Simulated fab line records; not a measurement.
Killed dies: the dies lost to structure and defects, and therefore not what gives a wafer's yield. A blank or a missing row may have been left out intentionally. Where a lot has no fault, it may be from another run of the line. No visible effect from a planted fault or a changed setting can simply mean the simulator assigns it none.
Comparing a struck lot with a sound one :: flow berkeley cmos170 :: 18 out of 331 route steps
Sound: these wafers, L885.1, L885.4, L885.5. Wafers L899.2, L899.3, L899.5 were the ones struck. The cause is given at the end.
At each step with rows: each side's tool, then ch and its chambers, then its first start. Under that, the readings that differ: sound wafers :: struck wafers :: difference of the means :: sigmas: that difference in standard deviations of wafers without a fault.
alike: same words and numbers on both sides, and readings whose means sit less than 2 such deviations apart. not compared: any withheld reading, any reading some wafer has no value for, any bound like >300 that may hide the same value, and any number with overlapping values for which the record gives no deviation.
The two part at a step that has a row with sigmas, a row that says differs or no value, or rows on one side only. Numbers that have no deviation but don't overlap get no sigmas and don't part them. Lack of a reading on every wafer of one side parts them only where that side has two or more wafers.

first, 2 steps without rows for these wafers: UCB170_PLDD_PEB_04; UCB170_PLDD_DEVELOP_05 (develop time 45 s).
UCB170_PLDD_CD_MEAS_06: target cd 1200 nm.
  struck on cd sem-01, day 9 15:52; sound on cd sem-02, day 7 20:15
  alike: cd nm
UCB170_PLDD_OVL_MEAS_07:
  struck on overlay-01, day 9 15:58; sound on overlay-02, day 7 20:22
reading: PLDD_OVL (nm)
sound: -6 -9 -11
struck: 9 9 1
difference: +15
sigmas: +3
then, 2 steps without rows for these wafers: UCB170_PLDD_IMPLANT_08; UCB170_PLDD_IMPLANT_09.
UCB170_PLDD_STRIP_10: strips in O2.
  sound on plasma asher-01 ch 0,1, day 7 20:43; struck on plasma asher-02 ch 0,1, day 9 16:18
  alike: drypump motor current A, oes product au, strip time to endpoint s
  not compared: rf hours counter h
UCB170_PLDD_TW_MEAS_11:
  struck on film metro-04, day 9 16:25; sound on film metro-01, day 7 20:49
  alike: PLDD_TW
then, 4 steps without rows for these wafers: UCB170_PLDD_CLEAN_12 (cleans in SPM, time 600 s); UCB170_NLDD_HMDS_00 (prime time 60 s); UCB170_NLDD_COAT_01 (resist thk 900 nm); UCB170_NLDD_SOFTBAKE_02 (time 60 s).
UCB170_NLDD_EXPOSE_03: exposes mask NSELECT, target cd 1200 nm.
  sound on krf scanner-01 ch 0, day 7 21:53; struck on krf scanner-01 ch 0, day 9 17:25
reading: mask
sound: NSELECT#0 NSELECT#0 NSELECT#0
struck: NSELECT_R1#0 NSELECT_R1#0 NSELECT_R1#0
difference: differs
sigmas: 
  alike: exposure dose mJ cm2, focus offset nm
then, 2 steps without rows for these wafers: UCB170_NLDD_PEB_04; UCB170_NLDD_DEVELOP_05 (develop time 45 s).
UCB170_NLDD_CD_MEAS_06: target cd 1200 nm.
  struck on cd sem-02, day 9 18:05; sound on cd sem-01, day 7 22:22
reading: cd nm (nm)
sound: 1200.5 1201.0 1200.5
struck: 961.5 960.9 961.6
difference: -239.3
sigmas: -99 or more
UCB170_NLDD_OVL_MEAS_07:
  struck on overlay-02, day 9 18:11; sound on overlay-01, day 7 22:29
  alike: NLDD_OVL
UCB170_M3_PROBE_99:
  only the struck wafers here have rows in the record (prober-01, day 11 07:51); the sound ones have none

WHERE THEY PART
At UCB170_PLDD_OVL_MEAS_07 first; at UCB170_M3_PROBE_99 last (within this record only).

WHY: the cause the simulator had injected
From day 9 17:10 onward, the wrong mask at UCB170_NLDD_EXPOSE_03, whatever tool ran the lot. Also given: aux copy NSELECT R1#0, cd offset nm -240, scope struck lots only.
